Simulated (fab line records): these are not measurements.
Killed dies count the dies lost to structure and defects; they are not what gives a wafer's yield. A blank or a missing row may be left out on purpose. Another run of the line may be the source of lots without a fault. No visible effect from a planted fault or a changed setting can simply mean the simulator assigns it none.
fab line records	flow ritCmos
[record] lots = 5	wafers = 23
route steps=202 shown SPACER@130 NSD@139 SDANNEAL@155 PLDD@159 NLDD@160 SILICIDE@162 CONTACT@172 M1@188
startH: hours from the record's first day to the start of the lot's first wafer shown	waitH: hours since the lot's step before	" repeats the value in the row above	L1.1+2: a row that stands for several wafers	- either no value or no given start	* or withheld: withheld	< > ~ a bound
route shown NAME@n: names a module that has steps shown in the file, with the first one's number in the route	usual: average and standard deviation across the fault-free wafers	same: alike in all rows	chamber/n: place in a boat	sites: readings site by site	_std_site: standard deviation of those values	_edge_site: the outer-site mean with the inner-site mean subtracted	radiusMm: how far each site lies from the wafer's centre	mask NAME#n: copy n	behind: the most recent tool/chamber to have shaped the wafer	hold: the reason the lot was held/the length of the hold in hours/how it ended	device: the transistor (n, p or np) that didn't switch	end of line: tests run on the same wafers once the route is complete	a step given without rows: its recipe and nothing more	killed: at the first sort, the dies lost to defects and structure; wafer yield is something else	map: per-die view of a wafer (x killed, . not killed, _ where there is no die)
set.NAME: the setting as run; set.NAME@STEP: as run at that earlier step	model.NAME: the simulator's own value behind a step, which no gauge read
lots run with intentionally changed settings; tables by step, rows by wafer
[[steps]]
[step RIT_SPACER_ETCHBACK_05]
[recipe] targetDepthA = 2500	SF6_flow_sccm = 30	CHF3_flow_sccm = 30	target = Si3N4	chemistry = SF6/CHF3	pressureMtorr = 40	rfW = 250	timeS = 240	stopOn = SiO2
[usual] oesProductAu = 0.851/0.01
lot.wafer	tool	chamber	startH	waitH	set.timeS	set.timeS@GATE_CVD_08	oesProductAu	model.Si3N4_of_SPACER_CVD_03.thkNm	model.poly-Si_of_GATE_CVD_08.thkNm
L076.1	rieDiel-04	1	61.86	0.1	240	2220	0.845	193	170
L076.2	"	3	"	"	240	2220	0.827	194.8	169.1
L076.3	"	2	"	"	207.7	2220	0.925	200.5	178.1
L076.4	"	0	"	"	207.7	2220	0.929	199.4	177.9
L076.5	"	1	"	"	207.7	2220	0.941	201.9	176.8
L080.1	rieDiel-02	1	77.83	0.1	240	1968	0.850	194.3	138.4
L080.2	"	2	"	"	240	1968	0.849	196.3	137.1
L080.3	"	0	"	"	224.5	1968	0.894	201.9	143.2
L080.4	"	3	"	"	240	1968	0.862	195.1	137.8
L080.6	"	2	"	"	224.5	1968	0.890	199.5	141.9
L082.1	rieDiel-02	0	93.23	0.1	240	2220	0.841	195.9	166.9
L082.2	"	1	"	"	240	2220	0.850	196.5	167.4
L082.6	"	3	"	"	240	2220	0.861	194.9	167.4
L083.1	rieDiel-04	2	96.71	0.1	240	2504	0.850	200.7	202.2
L083.2	"	1	"	"	240	2504	0.861	198.2	202.4
L083.4	"	3	"	"	240	2504	0.847	199.1	203.1
L083.5	"	1	"	"	240	2504	0.855	198.1	201.9
L083.6	"	0	"	"	240	2504	0.851	198.2	200.4
L084.1	rieDiel-03	2	98.25	0.1	240	2105	0.851	195.3	154.4
L084.2	"	3	"	"	240	2105	0.854	195.1	156
L084.3	"	0	"	"	204.8	2105	0.963	204.2	166.8
L084.4	"	1	"	"	204.8	2105	0.949	203.9	165.1
L084.5	"	3	"	"	240	2105	0.855	197	156.6
[step RIT_NSD_IMPLANT_08]
[recipe] species = P	energyKev = 25	doseCm2 = 1e+15	tiltDeg = 7
lot.wafer	tool	chamber	startH	waitH	set.doseCm2
L076.1+5	implanter-04	0	63.04	0.1	9.549e+14
L076.2+3+4	"	0	"	"	1e+15
L080.1+2	implanter-04	0	79.14	0.1	1e+15
L080.3+4+6	"	0	"	"	9.347e+14
L082.1+2+6	implanter-03	0	94.54	0.1	1e+15
L083.1+2+4+5+6	implanter-04	0	97.89	0.1	1e+15
L084.1+2+3+4+5	implanter-04	0	99.73	0.1	1e+15
[step RIT_SDANNEAL_CLEAN_02]
[recipe] chemistry = SC2	mix = 3:3:50	timeS = 600	tempC = 75	dry = n2Spin
lot.wafer	tool	chamber	startH	waitH	set.timeS
L076.1+2+3+4+5	-	-	-	0.0	622.9
L080.1+2+3+4+6	-	-	-	0.0	600
L082.1+2+6	wetBench-02	3	96.68	0.0	600
L083.1+2+4+5+6	-	-	-	0.0	511.8
L084.1+2+3+4+5	-	-	-	0.0	600
[step RIT_SDANNEAL_RTA_03]
[recipe] tempC = 1050	timeS = 5	idleTempC = 600	rampUpCPerS = 342	rampDownCPerS = 171	coolToC = 600	ambient = N2
[step RIT_SDANNEAL_RS_MEAS_05]
[recipe] thkMeasGauge = four-point-probe
[usual] NSD_RS = 84.49/0.27
lot.wafer	tool	chamber	startH	waitH	set.doseCm2@NSD_IMPLANT_08	NSD_RS[ohm/sq]
L076.1	filmMetro-01	-	65.52	0.1	9.549e+14	87.84
L076.2	"	-	"	"	1e+15	84.75
L076.3	"	-	"	"	1e+15	84.48
L076.4	"	-	"	"	1e+15	84.42
L076.5	"	-	"	"	9.549e+14	87.91
L080.1	filmMetro-02	-	81.64	0.1	1e+15	84.04
L080.2	"	-	"	"	1e+15	84.28
L080.3	"	-	"	"	9.347e+14	88.88
L080.4	"	-	"	"	9.347e+14	88.80
L080.6	"	-	"	"	9.347e+14	88.53
L082.1	filmMetro-01	-	97.05	0.1	1e+15	85.00
L082.2	"	-	"	"	1e+15	84.81
L082.6	"	-	"	"	1e+15	84.84
L083.1	filmMetro-02	-	100.26	0.1	1e+15	84.17
L083.2	"	-	"	"	1e+15	84.40
L083.4	"	-	"	"	1e+15	83.97
L083.5	"	-	"	"	1e+15	84.09
L083.6	"	-	"	"	1e+15	84.13
L084.1	filmMetro-04	-	102.30	0.1	1e+15	84.80
L084.2	"	-	"	"	1e+15	84.86
L084.3	"	-	"	"	1e+15	84.58
L084.4	"	-	"	"	1e+15	84.97
L084.5	"	-	"	"	1e+15	84.63
[step RIT_SDANNEAL_RS_MEAS_06]
[recipe] thkMeasGauge = four-point-probe
[usual] PLDD_RS = 178.6/0.43
lot.wafer	tool	chamber	startH	waitH	set.energyKev@PLDD_IMPLANT_08	PLDD_RS[ohm/sq]
L076.1	filmMetro-01	-	65.64	0.1	20	178.5
L076.2	"	-	"	"	20.85	175.9
L076.3	"	-	"	"	20.85	176.0
L076.4	"	-	"	"	20	178.6
L076.5	"	-	"	"	20.85	176.0
L080.1	filmMetro-02	-	81.76	0.1	20	179.2
L080.2	"	-	"	"	20	178.6
L080.3	"	-	"	"	20	178.4
L080.4	"	-	"	"	20	179.0
L080.6	"	-	"	"	20	178.7
L082.1	filmMetro-01	-	97.17	0.1	20	178.7
L082.2	"	-	"	"	20	179.2
L082.6	"	-	"	"	20	178.9
L083.1	filmMetro-02	-	100.38	0.1	20	177.9
L083.2	"	-	"	"	19.4	179.8
L083.4	"	-	"	"	20	177.8
L083.5	"	-	"	"	20	177.4
L083.6	"	-	"	"	19.4	180.0
L084.1	filmMetro-04	-	102.42	0.1	20	178.5
L084.2	"	-	"	"	20	179.1
L084.3	"	-	"	"	20	178.8
L084.4	"	-	"	"	20	178.4
L084.5	"	-	"	"	20	179.2
[step RIT_SDANNEAL_RS_MEAS_07]
[recipe] thkMeasGauge = four-point-probe
[usual] NLDD_RS = 151.7/0.52
lot.wafer	tool	chamber	startH	waitH	set.doseCm2@NLDD_IMPLANT_08	NLDD_RS[ohm/sq]
L076.1	filmMetro-01	-	65.76	0.1	5.186e+14	147.6
L076.2	"	-	"	"	5e+14	151.1
L076.3	"	-	"	"	5.186e+14	147.1
L076.4	"	-	"	"	5e+14	151.3
L076.5	"	-	"	"	5e+14	151.4
L080.1	filmMetro-02	-	81.88	0.1	5e+14	152.7
L080.2	"	-	"	"	5e+14	152.4
L080.3	"	-	"	"	5e+14	152.6
L080.4	"	-	"	"	5e+14	152.5
L080.6	"	-	"	"	5e+14	152.2
L082.1	filmMetro-01	-	97.29	0.1	5e+14	151.8
L082.2	"	-	"	"	5e+14	152.3
L082.6	"	-	"	"	5e+14	152.4
L083.1	filmMetro-02	-	100.50	0.1	5e+14	151.0
L083.2	"	-	"	"	5.109e+14	148.2
L083.4	"	-	"	"	5.109e+14	148.6
L083.5	"	-	"	"	5e+14	151.0
L083.6	"	-	"	"	5.109e+14	148.0
L084.1	filmMetro-04	-	102.54	0.1	5.309e+14	145.0
L084.2	"	-	"	"	5.309e+14	144.8
L084.3	"	-	"	"	5.309e+14	144.9
L084.4	"	-	"	"	5e+14	152.7
L084.5	"	-	"	"	5e+14	152.2
[step RIT_SILICIDE_SPUTTER_01]
[recipe] material = Ti	targetThkNm = 30	powerW = 350	chamberPressurePa = 0.667	gas = Ar	timeS = 240	substrateTempC = 25
lot.wafer	tool	chamber	startH	waitH	set.powerW	model.Ti_of_SILICIDE_SPUTTER_01.thkNm
L076.1	pvdSputter-01	-	65.89	0.0	350	30.33
L076.2+4	"	-	"	"	365.8	31.11
L076.3	"	-	"	"	350	29.87
L076.5	"	-	"	"	350	29.81
L080.1	pvdSputter-01	-	82.01	0.0	334.6	29.09
L080.2	"	-	"	"	334.6	28.84
L080.3	"	-	"	"	334.6	29.04
L080.4	"	-	"	"	350	30.14
L080.6	"	-	"	"	350	30.11
L082.1	pvdSputter-01	-	97.42	0.0	350	30.15
L082.2	"	-	"	"	350	30.18
L082.6	"	-	"	"	350	30.2
L083.1	pvdSputter-04	-	100.63	0.0	350	29.49
L083.2	"	-	"	"	350	29.32
L083.4	"	-	"	"	330.5	27.9
L083.5	"	-	"	"	330.5	27.59
L083.6	"	-	"	"	330.5	27.97
L084.1	pvdSputter-01	-	102.67	0.0	350	29.45
L084.2	"	-	"	"	350	29.53
L084.3	"	-	"	"	350	29.65
L084.4	"	-	"	"	350	29.71
L084.5	"	-	"	"	350	29.59
[step RIT_SILICIDE_RS_MEAS_02]
[recipe] thkMeasGauge = four-point-probe	reads = Ti_of_SILICIDE_SPUTTER_01
[usual] SILICIDE_TI_RS = 48.1/0.72
lot.wafer	tool	chamber	startH	waitH	set.powerW@SILICIDE_SPUTTER_01	SILICIDE_TI_RS[ohm/sq]
L076.1	filmMetro-02	-	66.04	0.1	350	47.1
L076.2	"	-	"	"	365.8	45.8
L076.3	"	-	"	"	350	48.1
L076.4	"	-	"	"	365.8	45.6
L076.5	"	-	"	"	350	48.1
L080.1	filmMetro-03	-	82.16	0.1	334.6	49.7
L080.2	"	-	"	"	334.6	50.4
L080.3	"	-	"	"	334.6	49.9
L080.4	"	-	"	"	350	47.7
L080.6	"	-	"	"	350	47.8
L082.1	filmMetro-03	-	97.57	0.1	350	47.5
L082.2	"	-	"	"	350	47.6
L082.6	"	-	"	"	350	47.5
L083.1	filmMetro-02	-	100.78	0.1	350	48.9
L083.2	"	-	"	"	350	49.2
L083.4	"	-	"	"	330.5	52.5
L083.5	"	-	"	"	330.5	53.0
L083.6	"	-	"	"	330.5	52.4
L084.1	filmMetro-04	-	102.82	0.1	350	49.0
L084.2	"	-	"	"	350	48.8
L084.3	"	-	"	"	350	48.7
L084.4	"	-	"	"	350	48.6
L084.5	"	-	"	"	350	48.6
[step RIT_SILICIDE_THK_MEAS_03]
[recipe] thkMeasGauge = xrf	reads = Ti_of_SILICIDE_SPUTTER_01
[usual] SILICIDE_TI_THK = 30.3/0.38
lot.wafer	tool	chamber	startH	waitH	set.powerW@SILICIDE_SPUTTER_01	SILICIDE_TI_THK[nm]
L076.1	filmMetro-02	-	66.16	0.1	350	30.6
L076.2	"	-	"	"	365.8	31.5
L076.3	"	-	"	"	350	30.1
L076.4	"	-	"	"	365.8	31.4
L076.5	"	-	"	"	350	30.2
L080.1	filmMetro-03	-	82.28	0.1	334.6	29.3
L080.2	"	-	"	"	334.6	29.2
L080.3	"	-	"	"	334.6	29.3
L080.4	"	-	"	"	350	30.3
L080.6	"	-	"	"	350	30.4
L082.1	filmMetro-03	-	97.69	0.1	350	30.6
L082.2	"	-	"	"	350	30.6
L082.6	"	-	"	"	350	30.6
L083.1	filmMetro-02	-	100.90	0.1	350	29.8
L083.2	"	-	"	"	350	29.6
L083.4	"	-	"	"	330.5	28.2
L083.5	"	-	"	"	330.5	27.9
L083.6	"	-	"	"	330.5	28.3
L084.1	filmMetro-04	-	102.94	0.1	350	29.9
L084.2	"	-	"	"	350	30.1
L084.3	"	-	"	"	350	30.2
L084.4	"	-	"	"	350	30.2
L084.5	"	-	"	"	350	30.1
[step RIT_CONTACT_SOFTBAKE_04]
[recipe] resist = NOVOLAK	tempC = 90	timeS = 60
lot.wafer	tool	chamber	startH	waitH	set.tempC
L076.1+2+3+4+5	lithoTrack-01	0	66.81	0.1	90
L080.1+4+6	lithoTrack-03	0	82.92	0.1	86.88
L080.2+3	"	0	"	"	90
L082.1+2+6	lithoTrack-02	0	98.34	0.1	90
L083.1+2+4+5+6	lithoTrack-02	0	101.55	0.1	90
L084.1+2	lithoTrack-03	0	103.59	0.1	90
L084.3+4+5	"	0	"	"	87.24
[step RIT_CONTACT_EXPOSE_05]
[recipe] maskId = M11	na = 0.6	sourceShape = conventional	sigmaOuter = 0.5	targetCdNm = 1000	doseMj = 250
[step RIT_CONTACT_PEB_06]
[recipe] resist = NOVOLAK	tempC = withheld	timeS = withheld
[step RIT_CONTACT_DEVELOP_07]
[recipe] resist = NOVOLAK	developTimeS = 120	devTempC = 23
lot.wafer	tool	chamber	startH	waitH	set.tempC@CONTACT_SOFTBAKE_04	model.NOVOLAK_of_CONTACT_COAT_03.thkNm
L076.1+4	lithoTrack-03	0	-	-	90	1001
L076.2+5	"	0	"	"	90	1002
L076.3	"	0	"	"	90	998.1
L080.1	lithoTrack-03	0	-	-	86.88	1006
L080.2	"	0	"	"	90	1001
L080.3	"	0	"	"	90	1000
L080.4	"	0	"	"	86.88	1008
L080.6	"	0	"	"	86.88	1010
L082.1	lithoTrack-01	0	-	-	90	1000
L082.2	"	0	"	"	90	996.2
L082.6	"	0	"	"	90	997
L083.1	lithoTrack-03	0	-	-	90	995.5
L083.2	"	0	"	"	90	999.5
L083.4	"	0	"	"	90	996.7
L083.5	"	0	"	"	90	998
L083.6	"	0	"	"	90	997.2
L084.1	lithoTrack-02	0	-	-	90	1001
L084.2	"	0	"	"	90	998.6
L084.3	"	0	"	"	87.24	1010
L084.4	"	0	"	"	87.24	1007
L084.5	"	0	"	"	87.24	1011
[step RIT_M1_COAT_04]
[recipe] resist = NOVOLAK	spinRpm = 2000	resistThkNm = 1300
lot.wafer	tool	chamber	startH	waitH	set.resistThkNm	model.NOVOLAK_of_M1_COAT_04.thkNm
L076.1	lithoTrack-04	0	69.39	0.1	1258	1262
L076.2	"	0	"	"	1258	1263
L076.3	"	0	"	"	1258	1258
L076.4	"	0	"	"	1300	1302
L076.5	"	0	"	"	1300	1303
L080.1+6	lithoTrack-04	0	85.36	0.1	1300	1299
L080.2	"	0	"	"	1300	1300
L080.3+4	"	0	"	"	1300	1298
L082.1	lithoTrack-04	0	100.92	0.1	1300	1304
L082.2	"	0	"	"	1300	1306
L082.6	"	0	"	"	1300	1305
L083.1	lithoTrack-03	0	104.38	0.1	1266	1269
L083.2	"	0	"	"	1300	1300
L083.4	"	0	"	"	1300	1301
L083.5	"	0	"	"	1300	1297
L083.6	"	0	"	"	1266	1266
L084.1	lithoTrack-01	0	106.02	0.1	1300	1294
L084.2+3+5	"	0	"	"	1300	1299
L084.4	"	0	"	"	1300	1297
[step RIT_M1_SOFTBAKE_05]
[recipe] resist = NOVOLAK	tempC = 90	timeS = 60
[step RIT_M1_EXPOSE_06]
[recipe] maskId = M12	na = 0.6	sourceShape = conventional	sigmaOuter = 0.5	targetCdNm = 2600	doseMj = 250
[step RIT_M1_HARDBAKE_11]
[recipe] resist = NOVOLAK	tempC = 140	timeS = 120
lot.wafer	tool	chamber	startH	waitH	set.resistThkNm@M1_COAT_04	model.NOVOLAK_of_M1_COAT_04.thkNm
L076.1	lithoTrack-04	0	70.40	0.0	1258	1104
L076.2	"	0	"	"	1258	1105
L076.3	"	0	"	"	1258	1101
L076.4	"	0	"	"	1300	1138
L076.5	"	0	"	"	1300	1139
L080.1+6	lithoTrack-03	0	86.25	0.0	1300	1136
L080.2	"	0	"	"	1300	1137
L080.3+4	"	0	"	"	1300	1135
L082.1+6	lithoTrack-01	0	101.97	0.1	1300	1141
L082.2	"	0	"	"	1300	1142
L083.1	lithoTrack-03	0	105.39	0.0	1266	1110
L083.2	"	0	"	"	1300	1137
L083.4	"	0	"	"	1300	1138
L083.5	"	0	"	"	1300	1135
L083.6	"	0	"	"	1266	1107
L084.1	lithoTrack-03	0	107.11	0.1	1300	1132
L084.2+3+5	"	0	"	"	1300	1136
L084.4	"	0	"	"	1300	1134
[step RIT_M1_METAL_ETCH_12]
[recipe] stopOn = SiO2	chemistry = Cl2/BCl3	target = Al	timeS = 165	overEtchFrac = 0.5	pressureMtorr = 100	targetDepthA = 6000	rfW = 250	Cl2_flow_sccm = 60	bcl3FlowSccm = 50
lot.wafer	tool	chamber	startH	waitH	set.rfW	set.resistThkNm@M1_COAT_04	model.NOVOLAK_of_M1_COAT_04.thkNm
L076.1	rieMetal-02	0	70.65	0.2	272.6	1258	732.8
L076.2	"	1	"	"	250	1258	772.6
L076.3	"	0	"	"	250	1258	761.4
L076.4	"	1	"	"	250	1300	802.3
L076.5	"	1	"	"	272.6	1300	774.5
L080.1	rieMetal-03	1	86.50	0.2	270.3	1300	779.1
L080.2	"	0	"	"	270.3	1300	779.6
L080.3	"	1	"	"	250	1300	808.4
L080.4	"	0	"	"	250	1300	803
L080.6	"	0	"	"	250	1300	804.8
L082.1	rieMetal-02	1	102.22	0.2	250	1300	804.4
L082.2	"	0	"	"	250	1300	806.8
L082.6	"	1	"	"	250	1300	810
L083.1	rieMetal-03	0	105.64	0.2	250	1266	776.6
L083.2	"	1	"	"	276.6	1300	775.2
L083.4	"	1	"	"	276.6	1300	769.8
L083.5	"	0	"	"	250	1300	800.3
L083.6	"	1	"	"	250	1266	780.3
L084.1	rieMetal-01	0	107.36	0.2	250	1300	803.2
L084.2	"	1	"	"	250	1300	808.6
L084.3	"	1	"	"	230.1	1300	831.1
L084.4	"	0	"	"	250	1300	804.5
L084.5	"	0	"	"	230.1	1300	832.8
[step RIT_M1_PROBE_99]
[usual] killedAtContacts = 0.1/0.28	killedAtFrontEnd = 7.4/2.7	killedDies = 7.5/2.7	killedOpen = 3.8/1.8	killedShort = 3.6/2.1
[same] grossDies = 264	killed_at_M0_to_M3 = 0	killed_at_M4_up = 0	killedAtBackSide = 0	killedAtOther = 0
lot.wafer	tool	chamber	startH	waitH	set.timeS@SPACER_ETCHBACK_05	killedAtContacts	killedAtFrontEnd	killedDies	killedOpen	killedShort	model.etest.nmos_0p15.rOnOhmUm	model.etest.nplusSal.widthNm	model.etest.pplusSal.widthNm
L076.1	prober-01	-	72.91	0.1	240	0	9	9	5	4	1180	3395	3398
L076.2	prober-01	-	72.96	0.1	240	0	7	7	4	3	1162	3418	3387
L076.3	prober-01	-	73.01	0.2	207.7	0	6	6	3	3	1042	3324	3323
L076.4	prober-01	-	73.06	0.2	207.7	0	5	5	4	1	1046	3332	3339
L076.5	prober-01	-	73.11	0.2	207.7	0	5	5	3	2	1040	3326	3301
L080.1	prober-01	-	88.77	0.1	240	0	10	10	8	2	1090	3377	3393
L080.2	prober-01	-	88.82	0.1	240	0	9	9	7	2	1095	3374	3377
L080.3	prober-01	-	88.87	0.2	224.5	0	4	4	2	2	1005	3334	3333
L080.4	prober-01	-	88.92	0.2	240	0	10	10	5	5	1126	3394	3378
L080.6	prober-01	-	89.02	0.2	224.5	0	6	6	1	5	1019	3341	3341
L082.1	prober-01	-	104.48	0.1	240	0	7	7	3	4	1059	3455	3447
L082.2	prober-01	-	104.53	0.1	240	0	7	7	4	3	1066	3448	3474
L082.6	prober-01	-	104.73	0.2	240	0	10	10	6	4	1061	3459	3449
L083.1	prober-02	-	107.91	0.1	240	1	6	7	2	5	1134	3489	3505
L083.2	prober-02	-	107.96	0.1	240	0	8	8	3	5	1131	3481	3495
L083.4	prober-02	-	108.06	0.2	240	0	5	5	2	3	1114	3498	3497
L083.5	prober-02	-	108.11	0.2	240	0	6	6	5	1	1152	3465	3490
L083.6	prober-02	-	108.16	0.2	240	0	9	9	3	6	1149	3513	3501
L084.1	prober-01	-	109.61	0.1	240	0	5	5	2	3	1057	3436	3451
L084.2	prober-01	-	109.66	0.1	240	0	5	5	5	0	1014	3414	3436
L084.3	prober-01	-	109.71	0.2	204.8	0	11	11	4	6	916	3341	3333
L084.4	prober-01	-	109.76	0.2	204.8	0	7	7	4	1	940	3353	3355
L084.5	prober-01	-	109.81	0.2	240	0	6	6	1	5	1038	3433	3409
// killed by level:class
L076.1 FOX1:geometricParticle:open=3 FOX1:geometricParticle:short=2 GATE:geometricParticle:open=1 GATE:geometricParticle:short=1 REOX:geometricParticle:short=1 SILICIDE:geometricParticle:open=1
L076.2 GATE:geometricParticle:short=2 REOX:geometricParticle:open=2 SPACER:geometricParticle:open=1 SPACER:geometricParticle:short=1 SILICIDE:geometricParticle:open=1
L076.3 SILICIDE:geometricParticle:short=2 GATE:geometricParticle:open=1 REOX:geometricParticle:short=1 REOX:geometricParticle:open=1 SILICIDE:geometricParticle:open=1
L076.4 FOX2:geometricParticle:open=1 GATE:geometricParticle:open=1 SPACER:geometricParticle:open=1 SILICIDE:geometricParticle:open=1 SILICIDE:geometricParticle:short=1
L076.5 ACTIVE:geometricParticle:open=1 FOX2:geometricParticle:short=1 GATE:geometricParticle:open=1 REOX:geometricParticle:short=1 SILICIDE:geometricParticle:open=1
L080.1 SPACER:geometricParticle:open=3 FOX1:geometricParticle:open=2 SILICIDE:geometricParticle:open=2 FOX2:geometricParticle:open=1 REOX:geometricParticle:short=1 SPACER:geometricParticle:short=1
L080.2 GATE:geometricParticle:open=3 REOX:geometricParticle:open=2 FOX2:geometricParticle:open=1 REOX:geometricParticle:short=1 SPACER:geometricParticle:open=1 SILICIDE:geometricParticle:short=1
L080.3 FOX2:geometricParticle:open=1 REOX:geometricParticle:short=1 REOX:geometricParticle:open=1 SPACER:geometricParticle:short=1
L080.4 GATE:geometricParticle:open=3 SPACER:geometricParticle:short=3 FOX1:geometricParticle:short=1 FOX2:geometricParticle:short=1 SPACER:geometricParticle:open=1 SILICIDE:geometricParticle:open=1
L080.6 GATE:geometricParticle:short=2 REOX:geometricParticle:short=2 REOX:geometricParticle:open=1 SILICIDE:geometricParticle:short=1
L082.1 FOX1:geometricParticle:short=2 FOX1:geometricParticle:open=1 GATE:geometricParticle:open=1 REOX:geometricParticle:short=1 SPACER:geometricParticle:short=1 SILICIDE:geometricParticle:open=1
L082.2 FOX1:geometricParticle:open=3 GATE:geometricParticle:short=2 FOX1:geometricParticle:short=1 SILICIDE:geometricParticle:open=1
L082.6 GATE:geometricParticle:open=3 GATE:geometricParticle:short=3 FOX1:geometricParticle:open=2 FOX2:geometricParticle:short=1 SILICIDE:geometricParticle:open=1
L083.1 SPACER:geometricParticle:short=4 GATE:geometricParticle:open=1 GATE:geometricParticle:short=1 CONTACT:geometricParticle:open=1
L083.2 SPACER:geometricParticle:short=3 GATE:geometricParticle:short=2 FOX2:geometricParticle:open=1 SPACER:geometricParticle:open=1 SILICIDE:geometricParticle:open=1
L083.4 SPACER:geometricParticle:short=2 GATE:geometricParticle:open=1 GATE:geometricParticle:short=1 SPACER:geometricParticle:open=1
L083.5 GATE:geometricParticle:open=3 SPACER:geometricParticle:open=2 GATE:geometricParticle:short=1
L083.6 FOX1:geometricParticle:short=1 FOX2:geometricParticle:short=1 GATE:geometricParticle:short=1 GATE:geometricParticle:open=1 REOX:geometricParticle:short=1 SPACER:geometricParticle:open=1 SPACER:geometricParticle:short=1 SILICIDE:geometricParticle:short=1
L084.1 GATE:geometricParticle:short=2 ACTIVE:geometricParticle:open=1 SPACER:geometricParticle:open=1 SILICIDE:geometricParticle:short=1
L084.2 GATE:geometricParticle:open=3 FOX1:geometricParticle:open=1 SILICIDE:geometricParticle:open=1
L084.3 GATE:geometricParticle:short=2 REOX:geometricParticle:open=2 SPACER:geometricParticle:short=2 FOX2:geometricParticle:open=1 GATE:geometricParticle:open=1 REOX:geometricParticle:short=1 SILICIDE:geometricParticle:short=1 SPACER:areaEtchback=1
L084.4 SPACER:areaEtchback=2 FOX2:geometricParticle:short=1 FOX2:geometricParticle:open=1 GATE:geometricParticle:open=1 REOX:geometricParticle:open=1 SILICIDE:geometricParticle:open=1
L084.5 GATE:geometricParticle:short=2 FOX2:geometricParticle:short=1 REOX:geometricParticle:short=1 REOX:geometricParticle:open=1 SILICIDE:geometricParticle:short=1
[[key]]
[split] step = RIT_SPACER_ETCHBACK_05	setting = timeS	stated = 240	by = wafer
[response] step = RIT_SPACER_ETCHBACK_05	reading = oesProductAu	change = -0.00694	per = 1%	r = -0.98
[response] step = RIT_SPACER_ETCHBACK_05	reading = model.Si3N4_of_SPACER_CVD_03.thkNm	change = -0.563	per = 1%	r = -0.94
[response] step = RIT_M1_PROBE_99	reading = model.etest.nplusSal.widthNm	change = +5.78	per = 1%	r = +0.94
[response] step = RIT_M1_PROBE_99	reading = model.etest.pplusSal.widthNm	change = +5.82	per = 1%	r = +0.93
[response] step = RIT_M1_PROBE_99	reading = model.etest.nmos_0p15.rOnOhmUm	change = +8.91	per = 1%	r = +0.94
[split] step = RIT_NSD_IMPLANT_08	setting = doseCm2	stated = 1e+15	by = wafer
[response] step = RIT_SDANNEAL_RS_MEAS_05	reading = NSD_RS	change = -0.713	per = 1%	r = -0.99
[split] step = RIT_SDANNEAL_CLEAN_02	setting = timeS	stated = 600	by = lot
response none clear
[split] step = RIT_SILICIDE_SPUTTER_01	setting = powerW	stated = 350	by = wafer
[response] step = RIT_SILICIDE_SPUTTER_01	reading = model.Ti_of_SILICIDE_SPUTTER_01.thkNm	change = +0.265	per = 1%	r = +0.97
[response] step = RIT_SILICIDE_RS_MEAS_02	reading = SILICIDE_TI_RS	change = -0.557	per = 1%	r = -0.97
[response] step = RIT_SILICIDE_THK_MEAS_03	reading = SILICIDE_TI_THK	change = +0.262	per = 1%	r = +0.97
[split] step = RIT_CONTACT_SOFTBAKE_04	setting = tempC	stated = 90	by = wafer
[response] step = RIT_CONTACT_DEVELOP_07	reading = model.NOVOLAK_of_CONTACT_COAT_03.thkNm	change = -2.56	per = 1%	r = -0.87
[split] step = RIT_M1_COAT_04	setting = resistThkNm	stated = 1300	by = wafer
[response] step = RIT_M1_COAT_04	reading = model.NOVOLAK_of_M1_COAT_04.thkNm	change = +12.6	per = 1%	r = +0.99
[response] step = RIT_M1_HARDBAKE_11	reading = model.NOVOLAK_of_M1_COAT_04.thkNm	change = +10.8	per = 1%	r = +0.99
[response] step = RIT_M1_METAL_ETCH_12	reading = model.NOVOLAK_of_M1_COAT_04.thkNm	slope = +11	per = 1%	togetherWith = rfW@M1_METAL_ETCH_12	explained = 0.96
[split] step = RIT_M1_METAL_ETCH_12	setting = rfW	stated = 250	by = wafer
[response] step = RIT_M1_METAL_ETCH_12	reading = model.NOVOLAK_of_M1_COAT_04.thkNm	slope = -3.23	per = 1%	togetherWith = resistThkNm@M1_COAT_04	explained = 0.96
split outsideThisFile step=RIT_GATE_CVD_08 setting=timeS
split outsideThisFile step=RIT_NLDD_IMPLANT_08 setting=doseCm2
split outsideThisFile step=RIT_PLDD_IMPLANT_08 setting=energyKev
// split outsideThisFile: this setting was split too, and the file shows its column; the key of that split is in another file
